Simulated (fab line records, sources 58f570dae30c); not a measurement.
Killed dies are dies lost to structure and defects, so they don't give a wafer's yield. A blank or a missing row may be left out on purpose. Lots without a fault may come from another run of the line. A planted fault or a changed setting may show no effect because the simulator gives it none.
fab line records | flow berkeley_cmos170
record lots=5 wafers=15 last_day=10
route steps=331 shown M2@285 V2@292 M3@309
lots that met no fault: from a run of the same line without faults
start_h: hours from the record's first day to the start of the lot's first wafer shown | wait_h: hours since the lot's step before | " the same as in the row above | L1.1+2: a row that stands for several wafers | - no value, or no start given | * or withheld: withheld | < > ~ a bound
route shown NAME@n: a module of which the file shows steps, and the number in the route of the first | usual: mean/standard deviation of fault-free wafers | same: alike in all rows | chamber/n: place in a boat | sites: the reading at each site | _std_site: their standard deviation | _edge_site: outer sites' mean less inner sites' | radius_mm: how far each site lies from the wafer's centre | mask NAME#n: copy n | behind: the tool/chamber that last shaped the wafer | hold: why the lot was held/for how many hours/how that ended | device: the transistor (n, p or np) that didn't switch | end of line: the same wafers' tests at the end of the route | a step without rows: its recipe alone | killed: dies lost to structure and defects at the first sort, not the wafer's yield | map: a wafer's dies, x killed, . not, _ none there
set.NAME: the setting as run; set.NAME@STEP: as run at that earlier step | model.NAME: the simulator's own value behind a step, which no gauge read
lots at some steps of the route; a table a step, a row a wafer
services: from which hour (start_h, from the record's first day; less than 0 if before it) a tool's chamber was out of use, for how many hours, and why
## steps
# step UCB170_M2_DEVELOP_14
# recipe developer=TMAH develop_time_s=45 resist=KrF dev_temp_c=21
# columns lot.wafer tool chamber start_h wait_h
L077.3+4+6 litho_track-01 0 - -
L078.1+3+5 litho_track-02 0 - -
L082.1+2+4 litho_track-04 0 - -
L090.1+4+5 litho_track-02 0 - -
L093.2+4+5 litho_track-01 0 - -
# step UCB170_M2_CD_MEAS_15
# recipe target_cd_nm=700
# usual cd_nm=699.7/1.5
# columns lot.wafer tool chamber start_h wait_h cd_nm
L077.3 cd_sem-01 - 168.84 - 699.8
L077.4 " - " " 697.4
L077.6 " - " " 698.8
L078.1 cd_sem-02 - 169.14 - 698.1
L078.3 " - " " 698.9
L078.5 " - " " 697.1
L082.1 cd_sem-02 - 203.58 - 696.9
L082.2 " - " " 698.5
L082.4 " - " " 698.1
L090.1 cd_sem-02 - 228.72 - 700.2
L090.4 " - " " 700.6
L090.5 " - " " 700.6
L093.2 cd_sem-01 - 239.49 - 698.1
L093.4 " - " " 699.2
L093.5 " - " " 699.2
# step UCB170_M2_OVL_MEAS_16
# usual M2_OVL=4/5.1
# columns lot.wafer tool chamber start_h wait_h M2_OVL[nm]
L077.3 overlay-02 - 168.93 0.1 6
L077.4 " - " " 6
L077.6 " - " " -2
L078.1 overlay-01 - 169.26 0.1 4
L078.3 " - " " 7
L078.5 " - " " 0
L082.1 overlay-02 - 203.70 0.1 15
L082.2 " - " " 8
L082.4 " - " " 11
L090.1 overlay-01 - 228.84 0.1 9
L090.4 " - " " 10
L090.5 " - " " 10
L093.2 overlay-02 - 239.59 0.1 6
L093.4 " - " " 1
L093.5 " - " " 4
# step UCB170_M2_ETCH_17
# recipe chemistry=N2/H2 target_depth_a=withheld overetch_a=withheld target=BARC time_s=withheld source_w=500 bias_w=100 pressure_mtorr=30 n2_flow_sccm=100 h2_flow_sccm=200
# usual bias_w=100.0/0.33 drypump_motor_current_A=5.6/0.41 n2_flow_sccm=100.1/0.31 oes_product_au=0.995/0.027 throttle_valve_pct=13.31/0.25
# columns lot.wafer tool chamber start_h wait_h bias_w drypump_motor_current_A n2_flow_sccm oes_product_au throttle_valve_pct
L077.3 rie_diel-04 3 168.96 0.0 100.5 5.7 99.8 0.972 13.59
L077.4 " 1 " " 99.9 5.5 99.6 0.969 13.14
L077.6 " 0 " " 100.4 5.3 99.9 1.030 13.05
L078.1 rie_diel-02 2 169.29 0.0 99.7 5.5 100.1 0.975 13.12
L078.3 " 0 " " 100.2 6.0 100.3 1.013 13.70
L078.5 " 1 " " 99.8 5.3 100.3 1.037 13.51
L082.1 rie_diel-02 2 203.73 0.0 100.2 5.4 100.2 0.981 13.11
L082.2 " 3 " " 100.7 5.8 99.9 1.027 13.16
L082.4 " 0 " " 99.7 6.0 100.3 1.010 13.69
L090.1 rie_diel-04 1 228.88 0.0 99.6 5.5 100.1 0.964 13.14
L090.4 " 2 " " 100.4 6.0 100.3 1.000 12.95
L090.5 " 3 " " 100.1 5.7 100.3 0.973 13.59
L093.2 rie_diel-04 3 239.62 0.0 99.8 5.7 100.1 0.972 13.60
L093.4 " 1 " " 100.2 5.5 100.1 0.968 13.15
L093.5 " 3 " " 99.6 5.7 99.9 0.974 13.59
# step UCB170_M2_METAL_ETCH_18
# recipe chemistry=Cl2/BCl3 target=Al stop_on=SiO2 pressure_mtorr=12 target_depth_a=11700 over_etch_frac=0.3 time_s=195 icp_w=600 bias_w=120 Cl2_flow_sccm=90 bcl3_flow_sccm=45
# usual bias_w=120.0/0.34 drypump_motor_current_A=5.8/0.38 oes_product_au=0.846/0.011 throttle_valve_pct=24.36/0.16
# columns lot.wafer tool chamber start_h wait_h bias_w drypump_motor_current_A oes_product_au rf_hours_counter_h throttle_valve_pct
L077.3 rie_metal-03 1 169.06 - 119.7 6.2 0.856 - 24.38
L077.4 " 0 " " 120.2 5.7 0.858 - 24.34
L077.6 " 0 " " 119.9 5.6 0.858 - 24.38
L078.1 rie_metal-04 1 169.33 - 119.9 6.3 0.857 2 24.47
L078.3 " 0 " " 119.2 5.2 0.839 - 24.33
L078.5 " 1 " " 119.4 6.3 0.847 - 24.47
L082.1 rie_metal-04 1 203.78 - 119.7 6.3 0.834 3 24.47
L082.2 " 0 " " 120.4 5.2 0.823 10 24.35
L082.4 " 1 " " 120.0 6.3 0.853 - 24.47
L090.1 rie_metal-04 1 228.92 - 119.7 6.3 0.842 4 24.45
L090.4 " 0 " " 120.3 5.2 0.832 - 24.35
L090.5 " 0 " " 119.9 5.2 0.831 - 24.34
L093.2 rie_metal-03 1 239.67 - 119.4 6.3 0.854 2 24.39
L093.4 " 0 " " 120.4 5.7 0.847 - 24.37
L093.5 " 0 " " 120.1 5.6 0.852 - 24.38
# step UCB170_M2_STRIP_19
# recipe chemistry=O2 power_w=400 pressure_mtorr=3500 platen_temp_c=withheld o2_flow_sccm=400 overash_fraction=0.5
# usual drypump_motor_current_A=5.6/0.35 oes_product_au=0.534/0.018
# columns lot.wafer tool chamber start_h wait_h drypump_motor_current_A oes_product_au rf_hours_counter_h
L077.3 plasma_asher-02 1 169.22 0.1 5.0 0.527 -
L077.4 " 0 " " 5.8 0.550 -
L077.6 " 0 " " 5.8 0.548 -
L078.1 plasma_asher-01 1 169.52 0.1 6.0 0.532 41
L078.3 " 1 " " 6.0 0.509 -
L078.5 " 1 " " 6.0 0.532 -
L082.1 plasma_asher-02 0 203.96 0.1 5.8 0.547 51
L082.2 " 1 " " 5.0 0.514 51
L082.4 " 1 " " 5.0 0.537 -
L090.1 plasma_asher-04 0 229.11 0.1 5.4 0.539 53
L090.4 " 1 " " 6.1 0.502 -
L090.5 " 1 " " 6.0 0.503 -
L093.2 plasma_asher-04 1 239.85 0.1 6.0 0.523 54
L093.4 " 0 " " 5.4 0.537 -
L093.5 " 0 " " 5.4 0.540 -
# step UCB170_M2_CD_MEAS_90
# recipe target_cd_nm=700
# usual cd_nm=703/4.2
# columns lot.wafer tool chamber start_h wait_h cd_nm
L077.3 cd_sem-01 - 169.33 0.1 698
L077.4 " - " " 704
L077.6 " - " " 705
L078.1 cd_sem-02 - 169.62 0.1 703
L078.3 " - " " 699
L078.5 " - " " 702
L082.1 cd_sem-01 - 204.06 0.1 699
L082.2 " - " " 699
L082.4 " - " " 698
L090.1 cd_sem-01 - 229.23 0.1 704
L090.4 " - " " 698
L090.5 " - " " 698
L093.2 cd_sem-02 - 239.97 0.1 696
L093.4 " - " " 705
L093.5 " - " " 704
# step UCB170_V2_CVD_00
# recipe material=SiO2 target_thk_nm=2000 temp_c=390 precursor=TEOS/O2 time_s=250 rf_w=550 pressure_mtorr=9000
# usual heater_power_w=228/48
# columns lot.wafer tool chamber start_h wait_h heater_power_w
L077.3 pecvd-04 2 169.41 0.1 251
L077.4 " 1 " " 216
L077.6 " 0 " " 271
L078.1 pecvd-01 2 169.74 0.1 278
L078.3 " 1 " " 259
L078.5 " 0 " " 140
L082.1 pecvd-04 1 204.18 0.1 228
L082.2 " 2 " " 282
L082.4 " 1 " " 294
L090.1 pecvd-04 0 229.35 0.1 262
L090.4 " 0 " " 203
L090.5 " 1 " " 218
L093.2 pecvd-04 2 240.07 0.1 296
L093.4 " 1 " " 223
L093.5 " 2 " " 206
# step UCB170_V2_THK_MEAS_01
# recipe reads=SiO2_of_V2_CVD_00
# usual V2_TEOS_THK=2000/38
# columns lot.wafer tool chamber start_h wait_h V2_TEOS_THK[nm]
L077.3 film_metro-01 - 169.58 0.1 2029
L077.4 " - " " 2012
L077.6 " - " " 1990
L078.1 film_metro-04 - 169.90 0.1 1990
L078.3 " - " " 2005
L078.5 " - " " 2003
L082.1 film_metro-03 - 204.34 0.1 1956
L082.2 " - " " 2028
L082.4 " - " " 2017
L090.1 film_metro-03 - 229.51 0.1 1957
L090.4 " - " " 2006
L090.5 " - " " 1995
L093.2 film_metro-03 - 240.24 0.1 2016
L093.4 " - " " 1964
L093.5 " - " " 2055
# step UCB170_V2_CMP_02
# recipe material=SiO2 down_force_psi=6 platen_rpm=60 pad_velocity_m_s=0.75398
# usual motor_current_A=15.9/1.6 retaining_ring_pressure_frac=1.000/0.005
# columns lot.wafer tool chamber start_h wait_h motor_current_A retaining_ring_pressure_frac
L077.4 cmp-01 0 169.62 0.0 17.0 0.996
L077.3 " 2 " " 14.0 1.002
L077.6 " 1 " " 13.1 0.996
L078.3 cmp-02 1 169.96 0.0 14.0 0.998
L078.1 " 2 " " 17.9 1.009
L078.5 " 2 " " 17.9 1.001
L082.2 cmp-01 0 204.40 0.0 16.3 1.004
L082.4 " 1 " " 13.3 1.000
L082.1 " 3 " " 16.0 0.992
L090.4 cmp-01 0 229.57 0.0 17.7 0.996
L090.1 " 3 " " 16.8 0.992
L090.5 " 1 " " 13.0 1.003
L093.2 cmp-01 0 240.34 0.1 17.4 1.001
L093.4 " 2 " " 13.5 1.004
L093.5 " 3 " " 16.8 1.001
# step UCB170_V2_BOW_MEAS_03
# recipe mode=bow
# usual V2_BOW=38/6.2
# columns lot.wafer tool chamber start_h wait_h V2_BOW[um]
L077.3 film_metro-03 - 169.96 0.2 39
L077.4 " - " " 36
L077.6 " - " " 42
L078.1 film_metro-03 - 170.26 0.2 40
L078.3 " - " " 37
L078.5 " - " " 33
L082.1 film_metro-03 - 204.70 0.1 39
L082.2 " - " " 40
L082.4 " - " " 44
L090.1 film_metro-01 - 229.87 0.1 37
L090.4 " - " " 42
L090.5 " - " " 41
L093.2 film_metro-01 - 240.61 0.2 49
L093.4 " - " " 46
L093.5 " - " " 49
# step UCB170_V2_THK_MEAS_04
# recipe reads=SiO2_of_V2_CVD_00
# usual V2_POLISHED_THK=999.7/1.6
# columns lot.wafer tool chamber start_h wait_h V2_POLISHED_THK[nm]
L077.3 film_metro-03 - 170.06 0.1 1003.5
L077.4 " - " " 997.5
L077.6 " - " " 1003.3
L078.1 film_metro-03 - 170.38 0.1 999.7
L078.3 " - " " 999.9
L078.5 " - " " 998.8
L082.1 film_metro-03 - 204.82 0.1 1000.1
L082.2 " - " " 998.5
L082.4 " - " " 1001.0
L090.1 film_metro-01 - 229.99 0.1 997.9
L090.4 " - " " 997.0
L090.5 " - " " 999.4
L093.2 film_metro-01 - 240.72 0.1 998.9
L093.4 " - " " 998.7
L093.5 " - " " 999.7
# step UCB170_V2_CLEAN_05
# recipe chemistry=DIW
# columns lot.wafer tool chamber start_h wait_h
L077.3+4+6 wet_bench-03 3 170.10 0.0
L078.1+3+5 wet_bench-03 0 170.44 0.1
L082.1+2+4 wet_bench-02 0 204.88 0.1
L090.1+4+5 wet_bench-01 3 230.11 0.1
L093.2+4+5 wet_bench-01 2 240.77 0.0
# step UCB170_V2_HMDS_06
# recipe prime_time_s=60 prime_temp_c=100
# same prime_time_s=60
# columns lot.wafer tool chamber start_h wait_h
L077.3+4+6 litho_track-02 0 170.33 0.1
L078.1+3+5 litho_track-04 0 170.61 0.0
L082.1+2+4 litho_track-02 0 205.11 0.1
L090.1+4+5 litho_track-04 0 230.29 0.0
L093.2+4+5 litho_track-02 0 241.28 0.3
# step UCB170_V2_COAT_07
# recipe resist=KrF spin_rpm=1500 resist_thk_nm=900
# columns lot.wafer tool chamber start_h wait_h
L077.3+4+6 litho_track-02 0 170.48 0.1
L078.1+3+5 litho_track-04 0 170.76 0.1
L082.1+2+4 litho_track-02 0 205.26 0.1
L090.1+4+5 litho_track-04 0 230.44 0.1
L093.2+4+5 litho_track-02 0 241.43 0.1
# step UCB170_V2_SOFTBAKE_08
# recipe resist=KrF temp_c=130 time_s=60
# columns lot.wafer tool chamber start_h wait_h
L077.3+4+6 litho_track-02 0 170.63 0.1
L078.1+3+5 litho_track-04 0 170.91 0.1
L082.1+2+4 litho_track-02 0 205.41 0.1
L090.1+4+5 litho_track-04 0 230.59 0.1
L093.2+4+5 litho_track-02 0 241.58 0.1
# step UCB170_V2_EXPOSE_09
# recipe mask_id=VIA2 target_cd_nm=700 na=0.5 sigma_outer=0.6 source_shape=conventional dose_mj=37
# columns lot.wafer tool chamber start_h wait_h mask
L077.3+4+6 krf_scanner-02 0 170.77 0.1 VIA2#0
L078.1+3+5 krf_scanner-01 0 171.19 0.2 VIA2#0
L082.1+2+4 krf_scanner-01 0 205.69 0.2 VIA2#0
L090.1+4+5 krf_scanner-02 0 230.74 0.1 VIA2#0
L093.2+4+5 krf_scanner-01 0 241.81 0.2 VIA2#0
# step UCB170_V2_PEB_10
# recipe peb_temp_c=130 peb_time_s=withheld resist=KrF
# columns lot.wafer tool chamber start_h wait_h
L077.3+4+6 litho_track-03 0 170.89 0.1
L078.1+3+5 litho_track-02 0 171.30 0.1
L082.1+2+4 litho_track-02 0 206.01 0.3
L090.1+4+5 litho_track-04 0 231.22 0.5
L093.2+4+5 litho_track-02 0 242.00 0.2
# step UCB170_V2_DEVELOP_11
# recipe developer=TMAH develop_time_s=45 resist=KrF dev_temp_c=21
# columns lot.wafer tool chamber start_h wait_h
L077.3+4+6 litho_track-03 0 - -
L078.1+3+5 litho_track-02 0 - -
L082.1+2+4 litho_track-02 0 - -
L090.1+4+5 litho_track-04 0 - -
L093.2+4+5 litho_track-02 0 - -
# step UCB170_V2_CD_MEAS_12
# recipe target_cd_nm=700
# usual cd_nm=699.9/1.4
# columns lot.wafer tool chamber start_h wait_h cd_nm
L077.3 cd_sem-02 - 171.16 - 701.0
L077.4 " - " " 700.9
L077.6 " - " " 702.0
L078.1 cd_sem-02 - 171.58 - 700.2
L078.3 " - " " 698.0
L078.5 " - " " 699.3
L082.1 cd_sem-01 - 206.29 - 699.8
L082.2 " - " " 698.8
L082.4 " - " " 698.8
L090.1 cd_sem-02 - 231.50 - 700.5
L090.4 " - " " 700.7
L090.5 " - " " 700.0
L093.2 cd_sem-01 - 242.27 - 700.1
L093.4 " - " " 698.8
L093.5 " - " " 700.2
# step UCB170_V2_OVL_MEAS_13
# usual V2_OVL=-3/5.7
# columns lot.wafer tool chamber start_h wait_h V2_OVL[nm]
L077.3 overlay-02 - 171.25 0.1 5
L077.4 " - " " -8
L077.6 " - " " -6
L078.1 overlay-01 - 171.70 0.1 -7
L078.3 " - " " -9
L078.5 " - " " -4
L082.1 overlay-01 - 206.41 0.1 0
L082.2 " - " " -3
L082.4 " - " " -1
L090.1 overlay-01 - 231.62 0.1 2
L090.4 " - " " -8
L090.5 " - " " -2
L093.2 overlay-01 - 242.38 0.1 1
L093.4 " - " " -3
L093.5 " - " " -11
# step UCB170_V2_ETCH_14
# recipe chemistry=CHF3/CF4/Ar target=SiO2 stop_on=Al CHF3_flow_sccm=45 cf4_flow_sccm=15 Ar_flow_sccm=150 pressure_mtorr=200 rf_w=700 target_depth_a=12500 over_etch_frac=0.25 time_s=291
# usual drypump_motor_current_A=5.6/0.48 oes_product_au=0.867/0.014 throttle_valve_pct=6.95/0.12
# columns lot.wafer tool chamber start_h wait_h drypump_motor_current_A oes_product_au rf_hours_counter_h throttle_valve_pct
L077.3 rie_diel-02 3 171.28 0.0 5.8 0.857 97 6.95
L077.4 " 0 " " 6.0 0.878 63 7.16
L077.6 " 3 " " 5.8 0.858 - 6.94
L078.1 rie_diel-01 3 171.73 0.0 6.7 0.857 45 6.94
L078.3 " 0 " " 4.9 0.873 98 6.84
L078.5 " 2 " " 5.2 0.844 - 7.13
L082.1 rie_diel-02 2 206.45 0.0 5.4 0.854 119 6.77
L082.2 " 1 " " 5.3 0.885 100 6.94
L082.4 " 0 " " 6.0 0.881 65 7.14
L090.1 rie_diel-01 0 231.65 0.0 4.9 0.870 102 6.84
L090.4 " 1 " " 5.7 0.849 - 7.03
L090.5 " 3 " " 6.6 0.868 - 6.95
L093.2 rie_diel-01 3 242.41 0.0 6.6 0.861 49 6.95
L093.4 " 2 " " 5.2 0.852 1 7.14
L093.5 " 1 " " 5.7 0.856 - 7.02
# step UCB170_V2_STRIP_15
# recipe chemistry=O2 power_w=400 pressure_mtorr=3500 platen_temp_c=withheld o2_flow_sccm=400 overash_fraction=0.5
# usual drypump_motor_current_A=5.6/0.3 oes_product_au=0.722/0.0043 strip_time_to_endpoint_s=15.30/0.2
# columns lot.wafer tool chamber start_h wait_h drypump_motor_current_A oes_product_au rf_hours_counter_h strip_time_to_endpoint_s
L077.3 plasma_asher-04 1 171.49 0.1 6.1 0.731 - 15.12
L077.4 " 0 " " 5.5 0.723 - 15.31
L077.6 " 0 " " 5.5 0.722 - 15.21
L078.1 plasma_asher-03 1 171.91 0.1 5.2 0.726 5 15.45
L078.3 " 1 " " 5.2 0.723 - 15.60
L078.5 " 1 " " 5.2 0.719 - 15.88
L082.1 plasma_asher-03 1 206.62 0.1 5.2 0.722 9 15.19
L082.2 " 0 " " 5.8 0.720 9 15.07
L082.4 " 0 " " 5.8 0.729 - 15.21
L090.1 plasma_asher-01 1 231.83 0.1 6.0 0.718 48 15.49
L090.4 " 1 " " 6.0 0.720 - 15.30
L090.5 " 1 " " 6.0 0.727 - 15.49
L093.2 plasma_asher-04 1 242.58 0.1 6.1 0.724 54 15.35
L093.4 " 0 " " 5.4 0.724 - 15.39
L093.5 " 0 " " 5.5 0.723 - 15.34
# step UCB170_V2_CD_MEAS_90
# recipe target_cd_nm=700
# usual cd_nm=700.1/1.7
# columns lot.wafer tool chamber start_h wait_h cd_nm
L077.3 cd_sem-01 - 171.59 0.1 702.3
L077.4 " - " " 699.7
L077.6 " - " " 702.8
L078.1 cd_sem-01 - 172.01 0.1 701.0
L078.3 " - " " 696.7
L078.5 " - " " 697.3
L082.1 cd_sem-02 - 206.72 0.1 700.5
L082.2 " - " " 699.3
L082.4 " - " " 698.7
L090.1 cd_sem-02 - 231.93 0.1 700.4
L090.4 " - " " 700.8
L090.5 " - " " 700.9
L093.2 cd_sem-02 - 242.70 0.1 700.7
L093.4 " - " " 697.5
L093.5 " - " " 700.0
# step UCB170_M3_PRE_CLEAN_00
# recipe gas=Ar preclean_etch_time_s=60
# columns lot.wafer tool chamber start_h wait_h
L077.3+4+6 pvd_sputter-03 - 171.67 0.1
L078.1+3+5 pvd_sputter-04 - 172.13 0.1
L082.1+2+4 pvd_sputter-01 - 206.84 0.1
L090.1+4+5 pvd_sputter-03 - 232.05 0.1
L093.2+4+5 pvd_sputter-01 - 242.80 0.1
# step UCB170_M3_SPUTTER_01
# recipe material=Al target_thk_nm=900 time_s=120 power_w=6000 chamber_pressure_pa=0.5
# usual throttle_valve_pct=30.1/0.74
# columns lot.wafer tool chamber start_h wait_h throttle_valve_pct
L077.3 pvd_sputter-03 - 171.74 0.0 29.8
L077.4 " - " " 29.6
L077.6 " - " " 31.2
L078.1 pvd_sputter-04 - 172.20 0.0 30.0
L078.3 " - " " 30.3
L078.5 " - " " 30.1
L082.1 pvd_sputter-01 - 206.91 0.0 28.3
L082.2 " - " " 29.8
L082.4 " - " " 30.6
L090.1 pvd_sputter-03 - 232.12 0.0 30.7
L090.4 " - " " 29.6
L090.5 " - " " 29.7
L093.2 pvd_sputter-01 - 242.87 0.0 31.4
L093.4 " - " " 31.0
L093.5 " - " " 31.3
# step UCB170_M3_RS_MEAS_02
# recipe thk_meas_gauge=four-point-probe reads=Al_of_M3_SPUTTER_01
# usual M3_AL_RS=0.0324/0.00031
# columns lot.wafer tool chamber start_h wait_h M3_AL_RS[ohm/sq]
L077.3 film_metro-03 - 171.86 0.1 0.0326
L077.4 " - " " 0.0324
L077.6 " - " " 0.0323
L078.1 film_metro-02 - 172.28 0.0 0.0330
L078.3 " - " " 0.0328
L078.5 " - " " 0.0325
L082.1 film_metro-02 - 206.99 0.0 0.0324
L082.2 " - " " 0.0328
L082.4 " - " " 0.0326
L090.1 film_metro-02 - 232.20 0.0 0.0326
L090.4 " - " " 0.0321
L090.5 " - " " 0.0323
L093.2 film_metro-02 - 242.97 0.1 0.0325
L093.4 " - " " 0.0327
L093.5 " - " " 0.0324
# step UCB170_M3_THK_MEAS_03
# recipe thk_meas_gauge=xrf reads=Al_of_M3_SPUTTER_01
# usual M3_AL_THK=897/9.3
# columns lot.wafer tool chamber start_h wait_h M3_AL_THK[nm]
L077.3 film_metro-03 - 171.96 0.1 892
L077.4 " - " " 893
L077.6 " - " " 895
L078.1 film_metro-02 - 172.40 0.1 880
L078.3 " - " " 889
L078.5 " - " " 894
L082.1 film_metro-02 - 207.11 0.1 890
L082.2 " - " " 879
L082.4 " - " " 880
L090.1 film_metro-02 - 232.32 0.1 887
L090.4 " - " " 906
L090.5 " - " " 897
L093.2 film_metro-02 - 243.08 0.1 893
L093.4 " - " " 887
L093.5 " - " " 895
# step UCB170_M3_HMDS_04
# recipe prime_time_s=60 prime_temp_c=100
# same prime_time_s=60
# columns lot.wafer tool chamber start_h wait_h
L077.3+4+6 litho_track-03 0 172.05 0.1
L078.1+3+5 litho_track-04 0 172.46 0.1
L082.1+2+4 litho_track-04 0 207.74 0.6
L090.1+4+5 litho_track-03 0 232.38 0.1
L093.2+4+5 litho_track-03 0 243.33 0.2
# step UCB170_M3_COAT_05
# recipe resist=KrF spin_rpm=1500 resist_thk_nm=900
# columns lot.wafer tool chamber start_h wait_h
L077.3+4+6 litho_track-03 0 172.20 0.1
L078.1+3+5 litho_track-04 0 172.61 0.1
L082.1+2+4 litho_track-04 0 207.89 0.1
L090.1+4+5 litho_track-03 0 232.53 0.1
L093.2+4+5 litho_track-03 0 243.48 0.1
# step UCB170_M3_SOFTBAKE_06
# recipe resist=KrF temp_c=130 time_s=60
# columns lot.wafer tool chamber start_h wait_h
L077.3+4+6 litho_track-03 0 172.35 0.1
L078.1+3+5 litho_track-04 0 172.76 0.1
L082.1+2+4 litho_track-04 0 208.04 0.1
L090.1+4+5 litho_track-03 0 232.68 0.1
L093.2+4+5 litho_track-03 0 243.63 0.1
# step UCB170_M3_STRIP_07
# recipe chemistry=O2 power_w=400 pressure_mtorr=3500 platen_temp_c=withheld o2_flow_sccm=400 overash_fraction=0.5
# usual drypump_motor_current_A=5.6/0.31 oes_product_au=0.734/0.0044 strip_time_to_endpoint_s=21.97/0.054
# columns lot.wafer tool chamber start_h wait_h drypump_motor_current_A oes_product_au rf_hours_counter_h strip_time_to_endpoint_s
L077.3 plasma_asher-02 1 172.49 0.1 5.1 0.735 - 22.07
L077.4 " 0 " " 5.8 0.736 - 22.01
L077.6 " 0 " " 5.8 0.729 - 21.96
L078.1 plasma_asher-03 1 172.91 0.1 5.2 0.725 6 21.92
L078.3 " 1 " " 5.2 0.732 - 21.94
L078.5 " 0 " " 5.8 0.734 - 22.01
L082.1 plasma_asher-03 1 208.19 0.1 5.3 0.730 10 22.06
L082.2 " 0 " " 5.9 0.733 10 22.00
L082.4 " 0 " " 5.8 0.736 - 21.99
L090.1 plasma_asher-01 1 232.83 0.1 5.9 0.735 48 21.89
L090.4 " 0 " " 5.5 0.734 - 21.92
L090.5 " 0 " " 5.5 0.737 - 21.86
L093.2 plasma_asher-03 1 243.76 0.1 5.2 0.727 14 22.00
L093.4 " 0 " " 5.8 0.730 - 21.94
L093.5 " 0 " " 5.8 0.734 - 21.93
# step UCB170_M3_STRIP_08
# recipe chemistry=DMSO temp_c=80 time_s=600 material=KrF
# usual bath_heat_duty_pct=18.8/1.6
# columns lot.wafer tool chamber start_h wait_h bath_heat_duty_pct
L077.3 wet_bench-03 1 172.55 0.0 18.3
L077.4 " 1 " " 19.3
L077.6 " 1 " " 17.6
L078.1 wet_bench-03 2 173.01 0.1 19.3
L078.3 " 2 " " 20.4
L078.5 " 2 " " 20.5
L082.1 wet_bench-04 1 208.29 0.1 14.5
L082.2 " 1 " " 17.1
L082.4 " 1 " " 16.8
L090.1 wet_bench-01 2 233.04 0.2 18.5
L090.4 " 2 " " 20.0
L090.5 " 2 " " 20.3
L093.2 wet_bench-03 2 243.98 0.2 19.4
L093.4 " 2 " " 21.9
L093.5 " 2 " " 19.4
# step UCB170_M3_COAT_09
# recipe resist=BARC temp_c=withheld time_s=withheld spin_rpm=3000 resist_thk_nm=withheld
# columns lot.wafer tool chamber start_h wait_h
L077.3+4+6 litho_track-03 0 172.79 0.1
L078.1+3+5 litho_track-01 0 173.20 0.0
L082.1+2+4 litho_track-04 0 208.91 0.4
L090.1+4+5 litho_track-01 0 233.64 0.4
L093.2+4+5 litho_track-04 0 244.47 0.3
# step UCB170_M3_COAT_10
# recipe resist=KrF spin_rpm=1500 resist_thk_nm=900
# columns lot.wafer tool chamber start_h wait_h
L077.3+4+6 litho_track-03 0 - -
L078.1+3+5 litho_track-01 0 - -
L082.1+2+4 litho_track-04 0 - -
L090.1+4+5 litho_track-01 0 - -
L093.2+4+5 litho_track-04 0 - -
# step UCB170_M3_SOFTBAKE_11
# recipe resist=KrF temp_c=130 time_s=60
# columns lot.wafer tool chamber start_h wait_h
L077.3+4+6 litho_track-03 0 - -
L078.1+3+5 litho_track-01 0 - -
L082.1+2+4 litho_track-04 0 - -
L090.1+4+5 litho_track-01 0 - -
L093.2+4+5 litho_track-04 0 - -
# step UCB170_M3_EXPOSE_12
# recipe mask_id=METAL3 target_cd_nm=700 na=0.5 sigma_outer=0.6 source_shape=conventional dose_mj=26
# columns lot.wafer tool chamber start_h wait_h mask
L077.3+4+6 krf_scanner-02 0 173.23 - METAL3#0
L078.1+3+5 krf_scanner-02 0 173.65 - METAL3#0
L082.1+2+4 krf_scanner-02 0 209.49 - METAL3#0
L090.1+4+5 krf_scanner-02 0 234.24 - METAL3#0
L093.2+4+5 krf_scanner-01 0 244.91 - METAL3#0
# step UCB170_M3_PEB_13
# recipe peb_temp_c=130 peb_time_s=withheld resist=KrF
# columns lot.wafer tool chamber start_h wait_h
L077.3+4+6 litho_track-03 0 173.36 0.1
L078.1+3+5 litho_track-01 0 173.77 0.1
L082.1+2+4 litho_track-03 0 209.81 0.3
L090.1+4+5 litho_track-03 0 234.56 0.3
L093.2+4+5 litho_track-03 0 245.03 0.1
# step UCB170_M3_DEVELOP_14
# recipe developer=TMAH develop_time_s=45 resist=KrF dev_temp_c=21
# columns lot.wafer tool chamber start_h wait_h
L077.3+4+6 litho_track-03 0 - -
L078.1+3+5 litho_track-01 0 - -
L082.1+2+4 litho_track-03 0 - -
L090.1+4+5 litho_track-03 0 - -
L093.2+4+5 litho_track-03 0 - -
# step UCB170_M3_CD_MEAS_15
# recipe target_cd_nm=700
# usual cd_nm=699.8/1.4
# columns lot.wafer tool chamber start_h wait_h cd_nm
L077.3 cd_sem-02 - 173.63 - 700.3
L077.4 " - " " 700.2
L077.6 " - " " 698.8
L078.1 cd_sem-02 - 174.04 - 698.8
L078.3 " - " " 698.0
L078.5 " - " " 699.7
L082.1 cd_sem-02 - 210.08 - 700.8
L082.2 " - " " 701.2
L082.4 " - " " 701.1
L090.1 cd_sem-01 - 234.83 - 699.5
L090.4 " - " " 699.4
L090.5 " - " " 699.0
L093.2 cd_sem-02 - 245.30 - 699.3
L093.4 " - " " 699.9
L093.5 " - " " 700.4
# step UCB170_M3_OVL_MEAS_16
# usual M3_OVL=3/5.1
# columns lot.wafer tool chamber start_h wait_h M3_OVL[nm]
L077.3 overlay-02 - 173.72 0.1 -5
L077.4 " - " " 7
L077.6 " - " " 2
L078.1 overlay-02 - 174.16 0.1 15
L078.3 " - " " 14
L078.5 " - " " 10
L082.1 overlay-02 - 210.20 0.1 2
L082.2 " - " " 12
L082.4 " - " " -1
L090.1 overlay-02 - 234.95 0.1 3
L090.4 " - " " -3
L090.5 " - " " 5
L093.2 overlay-01 - 245.41 0.1 5
L093.4 " - " " 5
L093.5 " - " " 0
## services
# columns tool chamber start_h hours kind
rie_diel-01 1 149.65 1.7 repair
rie_diel-04 - 155.29 2.0 repair
rie_metal-03 - 158.08 2.8 pm
plasma_asher-04 - 160.27 5.2 repair
krf_scanner-02 - 163.53 3.2 repair
rie_diel-01 1 165.23 56.0 repair
rie_diel-04 1 165.85 1.8 repair
pecvd-04 - 167.13 0.8 repair
rie_metal-04 - 171.74 2.8 pm
krf_scanner-01 - 177.70 1.0 pm
cmp-02 - 178.44 0.6 repair
rie_diel-04 - 178.74 2.8 pm
cmp-02 - 187.41 4.3 pm
krf_scanner-01 - 187.46 1.3 pm
wet_bench-03 - 188.77 6.8 repair
pvd_sputter-03 - 193.43 1.0 repair
pecvd-01 - 193.76 2.8 pm
krf_scanner-02 - 199.85 0.3 repair
pecvd-01 - 204.00 1.2 repair
krf_scanner-02 - 240.95 4.0 pm
pvd_sputter-04 - 241.12 18.4 repair
pecvd-04 - 242.50 14.0 pm
pecvd-04 - 243.67 0.7 repair
plasma_asher-01 - 243.73 4.2 repair
## key
fault none
